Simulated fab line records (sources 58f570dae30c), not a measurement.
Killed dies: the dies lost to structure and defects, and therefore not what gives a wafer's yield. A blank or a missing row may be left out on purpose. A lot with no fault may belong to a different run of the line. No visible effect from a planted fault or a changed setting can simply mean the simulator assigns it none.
2 desks, one fault -- flow berkeleyCmos170 -- each desk holds nothing but its own numbers, with what lay behind them at the end

## THE TOOL OWNER'S DESK: rieMetal-04
The tool's own readings at UCB170_M1_METAL_ETCH_12 (etches Al in Cl2/BCl3, stops on PSG, target depth 780 nm, time 130 s): means of the sampled wafers that have a number, for each lot that ran on this tool. A lot is out of limits, marked OUT, if its mean lies more than 4 standard deviations from the usual mean; the brackets give that distance.
Columns: A = biasW at UCB170_M1_METAL_ETCH_12, usual 120.0 W; B = drypumpMotorCurrentA at UCB170_M1_METAL_ETCH_12, usual 5.90 A; C = oesProductAu at UCB170_M1_METAL_ETCH_12, usual 0.855 a.u.; D = runLengthS at UCB170_M1_METAL_ETCH_12, usual 158.2 s; E = throttleValvePct at UCB170_M1_METAL_ETCH_12, usual 24.5 %
lot,first seen here,A,B,C,D,E
L619,day 7 16:40,120.4,5.79,0.854,158.7,23.8
L623,day 8 18:43,119.7,5.71,0.972 (+7.8) OUT,142.8 (-34) OUT,24.6
L622,day 8 22:40,120.3,5.70,0.977 (+8.1) OUT,143.1 (-34) OUT,24.6
Finding of this desk: L622, L623 out of limits; the first was L623 at day 8 18:43, on oesProductAu at UCB170_M1_METAL_ETCH_12. In limits: L619.

## AT THE METROLOGY DESK
Means of the sampled wafers that have a number, per lot and without regard to the tool the lot ran on: this is what the gauges read. A lot is out of limits, marked OUT, if its mean lies more than 4 standard deviations from the usual mean; the brackets give that distance. Shown here are 7 of its 11 readings, the ones lying furthest out on some lot.
Columns: A = M1_AL_THK at UCB170_M1_THK_MEAS_02, usual 599 nm; B = cdNm at UCB170_M1_CD_MEAS_09, usual 699.8 nm; C = M1_OVL at UCB170_M1_OVL_MEAS_10, usual -2 nm; D = cdNm at UCB170_M1_CD_MEAS_90, usual 699.8 nm; E = V1_TEOS_THK at UCB170_V1_THK_MEAS_01, usual 1999 nm; F = cdNm at UCB170_V1_CD_MEAS_12, usual 700.1 nm; G = cdNm at UCB170_V1_CD_MEAS_90, usual 700.1 nm
lot,first seen here,A,B,C,D,E,F,G
L619,day 7 15:01,600,698.8,-3,697.3,2012,702.1,701.9
L623,day 8 16:50,593,701.7,-6,704.2,1997,701.3,701.4
L622,day 8 21:17,607,698.1,2,701.4,2012,699.1,700.4
L633,day 10 13:13,601,698.3,4,696.4,2015,700.8,700.7
L635,day 11 09:47,588,700.3,-12,701.4,1954,700.2,700.5
L640,day 11 21:16,595,700.4,-5,702.2,2027,700.2,700.6
This desk's verdict: no lot among the 6 shows anything out of limits.

## TAKEN TOGETHER
On L622, L623, at day 8 18:43, an alarm was possible from the tool owner's desk.
From the metrology desk's view, nothing was out of limits.
The metrology desk has L622, L623 on record, within its limits.
Every lot named ran UCB170_M1_METAL_ETCH_12 on rieMetal-04.

## WHAT THE SIMULATOR PUT IN
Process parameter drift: rieMetal-04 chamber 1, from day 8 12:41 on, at UCB170_M1_METAL_ETCH_12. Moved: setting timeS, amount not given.
Lots struck among those shown: L622, L623.
How many hours passed from the start of the fault until each desk's first out-of-limits reading: the tool owner's desk, 6.
